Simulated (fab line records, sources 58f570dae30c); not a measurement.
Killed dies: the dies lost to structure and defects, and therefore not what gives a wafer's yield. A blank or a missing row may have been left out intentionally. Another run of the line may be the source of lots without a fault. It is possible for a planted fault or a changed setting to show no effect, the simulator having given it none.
fab line records + flow berkeleyCmos170
[record]
- lots = 6
- wafers = 18
- lastDay = 13
route steps=331 shown NLDD@159 SPACER@171 PSD@175 M3@331
lots that met no fault: from a run of the same line without faults
startH: hours from the record's opening day to when the first of the lot's shown wafers began + waitH: hours from the lot's prior step to this one + " unchanged from the row above + L1.1+2: a single row standing in for several wafers + - value missing, or start not given + * or withheld: withheld + < > ~ a bound
route shown NAME@n: names a module that has steps shown in the file, with the first one's number in the route + usual: mean and standard deviation over wafers with no fault + same: alike in all rows + chamber/n: place in a boat + sites: per-site readings + _std_site: the standard deviation of these + _edge_site: the outer-site mean with the inner-site mean subtracted + radiusMm: for every site, how far away it sits from the centre of the wafer + mask NAME#n: copy n + behind: the tool/chamber that last shaped the wafer + hold: what put the lot on hold/how long, in hours/how the hold closed + device: the transistor (n, p or np) that didn't switch + end of line: at the end of the route, the tests of the same wafers + a step with no rows: only its recipe + killed: dies lost to structure and defects at the first sort, not the wafer's yield + map: per-die view of a wafer (x killed, . not killed, _ where there is no die)
set.NAME: the setting that was run; set.NAME@STEP: the one run at that earlier step + model.NAME: the simulator's own value behind a step, which no gauge read
certain route steps with their lots: each step a table, each wafer a row
services: when a tool's chamber went out of use (startH, in hours from the record's first day, below 0 if earlier), for how many hours, and the reason
[[steps]]
[step UCB170_NLDD_COAT_01]
[recipe]
- resist = KrF
- spinRpm = 1500
- resistThkNm = 909
[step UCB170_NLDD_SOFTBAKE_02]
[recipe]
- resist = KrF
- tempC = 130
- timeS = 60
[step UCB170_NLDD_EXPOSE_03]
[recipe]
- maskId = NSELECT
- na = 0.5
- sigmaOuter = 0.6
- sourceShape = conventional
- targetCdNm = 1200
- doseMj = 30
[step UCB170_NLDD_PEB_04]
[recipe]
- pebTempC = 130
- pebTimeS = withheld
- resist = KrF
[step UCB170_NLDD_DEVELOP_05]
[recipe]
- developer = TMAH
- developTimeS = 45
- resist = KrF
- devTempC = 21
[step UCB170_NLDD_CD_MEAS_06]
[recipe]
- targetCdNm = 1200
[usual]
- cdNm = 1199.9/1.6
| lot.wafer | tool     | chamber | startH | waitH | cdNm   |
|-----------|----------|---------|--------|-------|--------|
| L516.1    | cdSem-01 | -       | 212.29 | -     | 1199.1 |
| L516.4    | "        | -       | "      | "     | 1200.6 |
| L516.5    | "        | -       | "      | "     | 1198.1 |
| L520.3    | cdSem-02 | -       | 215.27 | -     | 1199.3 |
| L520.4    | "        | -       | "      | "     | 1200.2 |
| L520.5    | "        | -       | "      | "     | 1199.8 |
| L527.2    | cdSem-01 | -       | 251.68 | -     | 1201.3 |
| L527.5    | "        | -       | "      | "     | 1200.3 |
| L527.6    | "        | -       | "      | "     | 1200.5 |
| L529.1    | cdSem-02 | -       | 266.64 | -     | 1199.2 |
| L529.3    | "        | -       | "      | "     | 1196.8 |
| L529.4    | "        | -       | "      | "     | 1197.0 |
| L530.1    | cdSem-01 | -       | 276.32 | -     | 1197.5 |
| L530.2    | "        | -       | "      | "     | 1198.3 |
| L530.4    | "        | -       | "      | "     | 1198.6 |
| L531.1    | cdSem-01 | -       | 276.69 | -     | 1199.1 |
| L531.4    | "        | -       | "      | "     | 1199.1 |
| L531.5    | "        | -       | "      | "     | 1199.7 |
[step UCB170_NLDD_OVL_MEAS_07]
[usual]
- NLDD_OVL = 2/6.2
| lot.wafer | tool       | chamber | startH | waitH | NLDD_OVL[nm] |
|-----------|------------|---------|--------|-------|--------------|
| L516.1    | overlay-01 | -       | 212.41 | 0.1   | 7            |
| L516.4    | "          | -       | "      | "     | 2            |
| L516.5    | "          | -       | "      | "     | -2           |
| L520.3    | overlay-02 | -       | 215.36 | 0.1   | 9            |
| L520.4    | "          | -       | "      | "     | 9            |
| L520.5    | "          | -       | "      | "     | 2            |
| L527.2    | overlay-02 | -       | 251.78 | 0.1   | -4           |
| L527.5    | "          | -       | "      | "     | -12          |
| L527.6    | "          | -       | "      | "     | -9           |
| L529.1    | overlay-02 | -       | 266.76 | 0.1   | -2           |
| L529.3    | "          | -       | "      | "     | -1           |
| L529.4    | "          | -       | "      | "     | -1           |
| L530.1    | overlay-02 | -       | 276.44 | 0.1   | 7            |
| L530.2    | "          | -       | "      | "     | 2            |
| L530.4    | "          | -       | "      | "     | 7            |
| L531.1    | overlay-02 | -       | 276.81 | 0.1   | -1           |
| L531.4    | "          | -       | "      | "     | 1            |
| L531.5    | "          | -       | "      | "     | -4           |
[step UCB170_NLDD_IMPLANT_08]
[recipe]
- species = As
- doseCm2 = 5e+13
- energyKev = 30
- tiltDeg = 7
- rotationDeg = 0
[step UCB170_NLDD_IMPLANT_09]
[recipe]
- species = As
- doseCm2 = 5e+13
- energyKev = 30
- tiltDeg = 7
- rotationDeg = 180
[step UCB170_NLDD_STRIP_10]
[recipe]
- chemistry = O2
- powerW = 400
- pressureMtorr = 3500
- platenTempC = withheld
- o2FlowSccm = 400
- overashFraction = 0.5
[usual]
- drypumpMotorCurrentA = 5.6/0.68
- oesProductAu = 0.735/0.0046
- stripTimeToEndpointS = 21.87/0.066
| lot.wafer | tool           | chamber | startH | waitH | drypumpMotorCurrentA | oesProductAu | rfHoursCounterH | stripTimeToEndpointS |
|-----------|----------------|---------|--------|-------|----------------------|--------------|-----------------|----------------------|
| L516.1    | plasmaAsher-03 | 1       | 212.75 | 0.1   | 4.7                  | 0.739        | 49              | 21.85                |
| L516.4    | "              | 0       | "      | "     | 6.0                  | 0.737        | -               | 21.80                |
| L516.5    | "              | 0       | "      | "     | 5.9                  | 0.735        | -               | 21.83                |
| L520.3    | plasmaAsher-02 | 1       | 215.72 | 0.1   | 6.6                  | 0.738        | -               | 21.72                |
| L520.4    | "              | 0       | "      | "     | 6.1                  | 0.736        | -               | 21.74                |
| L520.5    | "              | 1       | "      | "     | 6.6                  | 0.732        | -               | 21.76                |
| L527.2    | plasmaAsher-02 | 1       | 252.11 | 0.1   | 6.6                  | 0.730        | 45              | 21.86                |
| L527.5    | "              | 0       | "      | "     | 6.1                  | 0.732        | -               | 21.82                |
| L527.6    | "              | 1       | "      | "     | 6.6                  | 0.735        | -               | 21.91                |
| L529.1    | plasmaAsher-02 | 1       | 267.09 | 0.1   | 6.6                  | 0.741        | 47              | 21.85                |
| L529.3    | "              | 1       | "      | "     | 6.6                  | 0.736        | -               | 21.87                |
| L529.4    | "              | 0       | "      | "     | 6.1                  | 0.735        | -               | 21.85                |
| L530.1    | plasmaAsher-02 | 1       | 276.77 | 0.1   | 6.6                  | 0.736        | 48              | 21.90                |
| L530.2    | "              | 0       | "      | "     | 6.1                  | 0.734        | 48              | 21.86                |
| L530.4    | "              | 1       | "      | "     | 6.6                  | 0.731        | -               | 21.96                |
| L531.1    | plasmaAsher-03 | 0       | 277.14 | 0.1   | 6.0                  | 0.726        | 56              | 21.79                |
| L531.4    | "              | 1       | "      | "     | 4.7                  | 0.733        | -               | 21.81                |
| L531.5    | "              | 0       | "      | "     | 6.0                  | 0.736        | -               | 21.86                |
[step UCB170_NLDD_TW_MEAS_11]
[usual]
- NLDD_TW = 2219/36
| lot.wafer | tool         | chamber | startH | waitH | NLDD_TW |
|-----------|--------------|---------|--------|-------|---------|
| L516.1    | filmMetro-02 | -       | 212.85 | 0.1   | 2184    |
| L516.4    | "            | -       | "      | "     | 2173    |
| L516.5    | "            | -       | "      | "     | 2173    |
| L520.3    | filmMetro-04 | -       | 215.81 | 0.1   | 2258    |
| L520.4    | "            | -       | "      | "     | 2265    |
| L520.5    | "            | -       | "      | "     | 2254    |
| L527.2    | filmMetro-03 | -       | 252.22 | 0.1   | 2211    |
| L527.5    | "            | -       | "      | "     | 2203    |
| L527.6    | "            | -       | "      | "     | 2209    |
| L529.1    | filmMetro-03 | -       | 267.19 | 0.1   | 2202    |
| L529.3    | "            | -       | "      | "     | 2208    |
| L529.4    | "            | -       | "      | "     | 2203    |
| L530.1    | filmMetro-02 | -       | 276.87 | 0.1   | 2198    |
| L530.2    | "            | -       | "      | "     | 2202    |
| L530.4    | "            | -       | "      | "     | 2197    |
| L531.1    | filmMetro-04 | -       | 277.24 | 0.1   | 2267    |
| L531.4    | "            | -       | "      | "     | 2269    |
| L531.5    | "            | -       | "      | "     | 2256    |
[step UCB170_NLDD_CLEAN_12]
[recipe]
- chemistry = SPM
- tempC = 120
- timeS = 600
[step UCB170_SPACER_CVD_00]
[recipe]
- material = SiO2
- targetThkNm = 376
- tempC = 390
- precursor = TEOS/O2
- timeS = 47
- rfW = 550
- pressureMtorr = 9000
[usual]
- heaterPowerW = 256/62
- pressureMtorr = 9001/17
| lot.wafer | tool     | chamber | startH | waitH | heaterPowerW | pressureMtorr | model.SiO2_of_SPACER_CVD_00.thkNm |
|-----------|----------|---------|--------|-------|--------------|---------------|-----------------------------------|
| L516.1    | pecvd-04 | 2       | 213.10 | 0.0   | 182          | 9008          | 368.4                             |
| L516.4    | "        | 0       | "      | "     | 172          | 8991          | 382.1                             |
| L516.5    | "        | 1       | "      | "     | 359          | 9027          | 378.7                             |
| L520.3    | pecvd-04 | 0       | 216.04 | 0.0   | 168          | 9021          | 377.9                             |
| L520.4    | "        | 2       | "      | "     | 177          | 9026          | 378                               |
| L520.5    | "        | 1       | "      | "     | 357          | 8999          | 380                               |
| L527.2    | pecvd-04 | 0       | 252.45 | 0.0   | 195          | 8973          | 421                               |
| L527.5    | "        | 1       | "      | "     | 305          | 9000          | 381.3                             |
| L527.6    | "        | 2       | "      | "     | 192          | 9006          | 377.4                             |
| L529.1    | pecvd-04 | 2       | 267.48 | 0.0   | 198          | 8997          | 372                               |
| L529.3    | "        | 0       | "      | "     | 133          | 9026          | 412.6                             |
| L529.4    | "        | 0       | "      | "     | 144          | 9008          | 419.6                             |
| L530.1    | pecvd-02 | 0       | 277.11 | 0.0   | 299          | 9037          | 372.2                             |
| L530.2    | "        | 1       | "      | "     | 336          | 9004          | 376.8                             |
| L530.4    | "        | 2       | "      | "     | 323          | 8994          | 379.6                             |
| L531.1    | pecvd-03 | 2       | 277.48 | 0.0   | 244          | 9023          | 372.1                             |
| L531.4    | "        | 2       | "      | "     | 260          | 9001          | 379.4                             |
| L531.5    | "        | 1       | "      | "     | 226          | 9005          | 374.8                             |
[step UCB170_SPACER_THK_MEAS_01]
[recipe]
- reads = SiO2_of_SPACER_CVD_00
[usual]
- SPACER_TEOS_THK = 376/4.2
| lot.wafer | tool         | chamber | startH | waitH | SPACER_TEOS_THK[nm] |
|-----------|--------------|---------|--------|-------|---------------------|
| L516.1    | filmMetro-01 | -       | 213.14 | 0.0   | 369                 |
| L516.4    | "            | -       | "      | "     | 382                 |
| L516.5    | "            | -       | "      | "     | 378                 |
| L520.3    | filmMetro-03 | -       | 216.10 | 0.0   | 378                 |
| L520.4    | "            | -       | "      | "     | 378                 |
| L520.5    | "            | -       | "      | "     | 380                 |
| L527.2    | filmMetro-01 | -       | 252.50 | 0.0   | 421                 |
| L527.5    | "            | -       | "      | "     | 381                 |
| L527.6    | "            | -       | "      | "     | 377                 |
| L529.1    | filmMetro-03 | -       | 267.52 | 0.0   | 372                 |
| L529.3    | "            | -       | "      | "     | 413                 |
| L529.4    | "            | -       | "      | "     | 420                 |
| L530.1    | filmMetro-01 | -       | 277.15 | 0.0   | 372                 |
| L530.2    | "            | -       | "      | "     | 377                 |
| L530.4    | "            | -       | "      | "     | 379                 |
| L531.1    | filmMetro-03 | -       | 277.52 | 0.0   | 372                 |
| L531.4    | "            | -       | "      | "     | 379                 |
| L531.5    | "            | -       | "      | "     | 375                 |
[step UCB170_SPACER_ANNEAL_02]
[recipe]
- tempC = 900
- timeS = 1800
- ambient = N2
[step UCB170_SPACER_ETCHBACK_03]
[recipe]
- stopOn = Si
- target = SiO2
- chemistry = CHF3/CF4/Ar
- CHF3_flow_sccm = 50
- cf4FlowSccm = 10
- Ar_flow_sccm = 120
- pressureMtorr = 200
- rfW = 500
- targetDepthA = 3760
- timeS = 100
[usual]
- drypumpMotorCurrentA = 5.6/0.48
- oesProductAu = 0.905/0.019
- throttleValvePct = 6.44/0.11
| lot.wafer | tool       | chamber | startH | waitH | drypumpMotorCurrentA | oesProductAu | rfHoursCounterH | throttleValvePct | model.etch.depthNm |
|-----------|------------|---------|--------|-------|----------------------|--------------|-----------------|------------------|--------------------|
| L516.1    | rieDiel-04 | 1       | 217.52 | 0.0   | 5.8                  | 0.899        | 101             | 6.29             | 368.4              |
| L516.4    | "          | 0       | "      | "     | 5.3                  | 0.890        | 38              | 6.39             | 382.1              |
| L516.5    | "          | 1       | "      | "     | 5.8                  | 0.917        | -               | 6.28             | 378.7              |
| L520.3    | rieDiel-04 | 2       | 221.70 | 0.0   | 5.9                  | 0.914        | 62              | 6.33             | 377.9              |
| L520.4    | "          | 1       | "      | "     | 5.7                  | 0.920        | 101             | 6.29             | 378                |
| L520.5    | "          | 1       | "      | "     | 5.8                  | 0.916        | -               | 6.29             | 380                |
| L527.2    | rieDiel-02 | 0       | 260.57 | 0.0   | 6.1                  | 1.010        | 15              | 6.28             | 421                |
| L527.5    | "          | 1       | "      | "     | 6.3                  | 0.930        | -               | 6.47             | 381.3              |
| L527.6    | "          | 0       | "      | "     | 6.1                  | 0.928        | -               | 6.29             | 377.4              |
| L529.1    | rieDiel-01 | 0       | 272.52 | 0.0   | 6.0                  | 0.889        | 23              | 6.53             | 372                |
| L529.3    | "          | 1       | "      | "     | 5.2                  | 0.963        | 45              | 6.54             | 412.6              |
| L529.4    | "          | 3       | "      | "     | 5.7                  | 0.973        | 76              | 6.53             | 419.6              |
| L530.1    | rieDiel-02 | 3       | 285.75 | 0.0   | 5.7                  | 0.918        | 96              | 6.60             | 372.2              |
| L530.2    | "          | 1       | "      | "     | 6.4                  | 0.909        | 12              | 6.47             | 376.8              |
| L530.4    | "          | 2       | "      | "     | 4.7                  | 0.941        | 107             | 6.30             | 379.6              |
| L531.1    | rieDiel-04 | 3       | 285.77 | 0.0   | 5.2                  | 0.880        | 14              | 6.41             | 372.1              |
| L531.4    | "          | 0       | "      | "     | 5.3                  | 0.896        | 40              | 6.41             | 379.4              |
| L531.5    | "          | 0       | "      | "     | 5.3                  | 0.873        | -               | 6.40             | 374.8              |
[step UCB170_PSD_HMDS_00]
[recipe]
- primeTimeS = 60
- primeTempC = 100
[step UCB170_M3_PROBE_99]
| lot.wafer | tool      | chamber | startH | waitH | model.etest.pmos_0p35.rOnOhmUm | model.etest.nplusSal.widthNm | model.etest.pplusSal.widthNm | model.etest.nmos_0p35.rOnOhmUm | model.etest.nmos_0p6.rOnOhmUm | model.etest.fieldPMetal.vtV | model.etest.fieldNMetal.vtV | model.etest.pplusSal.lineOhmUm |
|-----------|-----------|---------|--------|-------|--------------------------------|------------------------------|------------------------------|--------------------------------|-------------------------------|-----------------------------|-----------------------------|--------------------------------|
| L516.1    | prober-01 | -       | 245.54 | 0.1   | 4653                           | 723.1                        | 716                          | 1459                           | 2294                          | -58.58                      | 51.66                       | 5.127                          |
| L516.4    | prober-01 | -       | 245.69 | 0.2   | 4656                           | 707.2                        | 706.5                        | 1486                           | 2298                          | -58.8                       | 52.1                        | 5.193                          |
| L516.5    | prober-01 | -       | 245.74 | 0.2   | 4703                           | 706.8                        | 705.9                        | 1474                           | 2323                          | -58.65                      | 52.03                       | 5.218                          |
| L520.3    | prober-01 | -       | 249.15 | 0.2   | 4756                           | 675.6                        | 675.3                        | 1478                           | 2323                          | -61.11                      | 53.7                        | 5.431                          |
| L520.4    | prober-01 | -       | 249.20 | 0.2   | 4792                           | 700.9                        | 696.3                        | 1498                           | 2323                          | -60.5                       | 53.29                       | 5.361                          |
| L520.5    | prober-01 | -       | 249.25 | 0.2   | 4749                           | 696.8                        | 694.3                        | 1477                           | 2293                          | -60.57                      | 53.4                        | 5.224                          |
| L527.5    | prober-01 | -       | 287.77 | 0.2   | 4653                           | 694.7                        | 696                          | 1470                           | 2289                          | -59.34                      | 52.36                       | 5.199                          |
| L527.6    | prober-01 | -       | 287.82 | 0.2   | 4623                           | 690                          | 685.6                        | 1454                           | 2255                          | -59.96                      | 52.77                       | 5.302                          |
| L529.1    | prober-01 | -       | 299.97 | 0.1   | 4685                           | 711.4                        | 711                          | 1458                           | 2295                          | -60.59                      | 53.45                       | 5.097                          |
| L529.3    | prober-01 | -       | 300.07 | 0.2   | 4862                           | 636                          | 635.1                        | 1551                           | 2413                          | -61.66                      | 54.62                       | 5.688                          |
| L529.4    | prober-01 | -       | 300.12 | 0.2   | 4896                           | 623.6                        | 623.2                        | 1567                           | 2420                          | -62.38                      | 55.23                       | 5.882                          |
| L530.1    | prober-01 | -       | 312.56 | 0.1   | 4683                           | 735.4                        | 731.1                        | 1475                           | 2297                          | -58.32                      | 51.52                       | 4.933                          |
| L530.2    | prober-01 | -       | 312.61 | 0.1   | 4601                           | 722.5                        | 720.3                        | 1468                           | 2268                          | -58.95                      | 52.23                       | 4.972                          |
| L530.4    | prober-01 | -       | 312.71 | 0.2   | 4688                           | 714.3                        | 714.2                        | 1479                           | 2317                          | -59.26                      | 52.47                       | 5.084                          |
| L531.1    | prober-01 | -       | 320.35 | 0.1   | 4780                           | 715.8                        | 713.9                        | 1488                           | 2357                          | -59.48                      | 51.97                       | 5.091                          |
| L531.4    | prober-01 | -       | 320.50 | 0.2   | 4728                           | 714.9                        | 710                          | 1487                           | 2319                          | -59.02                      | 51.92                       | 5.093                          |
| L531.5    | prober-01 | -       | 320.55 | 0.2   | 4696                           | 708                          | 708.7                        | 1483                           | 2311                          | -59.86                      | 52.3                        | 5.069                          |
// killed by level:class
L516.1 START:geometricParticle:short=1 WELLDRIVE:geometricParticle:short=1 GATE:geometricParticle:short=1 GATE:geometricParticle:open=1 SILICIDE:geometricParticle:short=1 V2:geometricParticle:open=1
L516.4 FIELD:geometricParticle:open=1
L516.5 SPACER:geometricParticle:short=1 M2:geometricParticle:open=1 PFIELD:coatMicrobubblePrinted=1
L520.3 SPACER:geometricParticle:open=1
L520.4 GATE:geometricParticle:open=1
L520.5 SPACER:geometricParticle:short=2 SACOX:geometricParticle:short=1 SPACER:geometricParticle:open=1
L530.1 GATE:geometricParticle:short=1 SILICIDE:geometricParticle:open=1 SILICIDE:geometricParticle:short=1 V1:geometricParticle:short=1
L530.2 V1:geometricParticle:open=1
L530.4 SPACER:geometricParticle:open=1 SPACER:geometricParticle:short=1 SILICIDE:geometricParticle:open=1
L531.1 START:geometricParticle:short=1 WELLDRIVE:geometricParticle:open=1 SACOX:geometricParticle:short=1 CONTACT:geometricParticle:short=1 M1:geometricParticle:short=1 M2:geometricParticle:open=1
L531.4 SILICIDE:geometricParticle:open=1 V2:geometricParticle:open=1
L531.5 ZERO:coatMicrobubblePrinted=2 GATE:geometricParticle:short=1 SPACER:geometricParticle:short=1 SILICIDE:geometricParticle:open=1
[[services]]
| tool       | chamber | startH | hours | kind          |
|------------|---------|--------|-------|---------------|
| pecvd-02   | -       | 202.82 | 1.8   | repair        |
| rieDiel-01 | 0       | 202.88 | 1.6   | repair        |
| rieDiel-02 | 0       | 211.67 | 10.0  | repair        |
| pecvd-02   | 1       | 222.02 | 45.5  | repair        |
| rieDiel-04 | 3       | 223.68 | 4.9   | repair        |
| pecvd-02   | -       | 232.05 | 6.0   | pm            |
| rieDiel-04 | -       | 232.76 | 28.1  | pm            |
| pecvd-02   | -       | 242.50 | 14.0  | pm            |
| pecvd-02   | 0       | 242.50 | 14.0  | ventCycle     |
| pecvd-02   | 1       | 242.50 | 25.0  | ventCycle     |
| pecvd-02   | 2       | 242.50 | 14.0  | ventCycle     |
| pecvd-03   | 2       | 250.49 | -     | calibration   |
| rieDiel-02 | -       | 250.91 | 1.6   | repair        |
| pecvd-02   | 0       | 256.50 | -     | clean         |
| pecvd-02   | 1       | 256.50 | -     | clean         |
| pecvd-02   | 2       | 256.50 | -     | clean         |
| rieDiel-02 | 1       | 266.71 | 11.8  | repair        |
| rieDiel-01 | 2       | 278.15 | -     | clean         |
| rieDiel-01 | 2       | 278.15 | 14.9  | scheduledDown |
| rieDiel-01 | 2       | 278.15 | 14.9  | ventCycle     |
| rieDiel-04 | -       | 282.21 | 0.4   | repair        |
[[key]]
[firstSign]
- step = UCB170_SPACER_THK_MEAS_01
- reading = SPACER_TEOS_THK
- direction = up
- sigmas = 9.7
- usual = 376
- struck = 418
[effect]
- step = UCB170_SPACER_ETCHBACK_03
- reading = oesProductAu
- direction = up
- sigmas = 4
- usual = 0.905
- struck = 0.982
[modelEffect]
- step = UCB170_SPACER_CVD_00
- value = SiO2_of_SPACER_CVD_00.thkNm
- without = 372.7
- struck = 417.7
[modelEffect]
- step = UCB170_SPACER_ETCHBACK_03
- value = etch.depthNm
- without = 372.7
- struck = 417.7
[modelEffect]
- step = UCB170_M3_PROBE_99
- value = etest.pmos_0p35.rOnOhmUm
- without = 4758
- struck = 4879
metAt UCB170_SPACER_CVD_00
struckWafers L527.2,L529.3,L529.4
sortLeftOut L527.2,L529.3,L529.4
testerLeftOut L527,L529
onsetBetween 216.04 252.45
[fault]
- kind = processParameterDrift
- tool = pecvd-04
- chamber = 0
- onsetH = 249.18
- steps = UCB170_SPACER_CVD_00
- channel = targetThkNm
- offset = 45.12
- shape = step
- endH = 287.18
- actsIn = theseRecipesOnly
- stated = 376
// testerLeftOut: of these lots the tester's yield and bins aren't shown, on N5 and GAA mostly nor the transistor test; their killed dies are dies lost to structure and defects alone, not to doping, threshold or leakage, so they don't give the yield
// sortLeftOut: the simulated sort isn't trusted on such a fault, so these wafers' sort isn't shown, and their yield isn't known
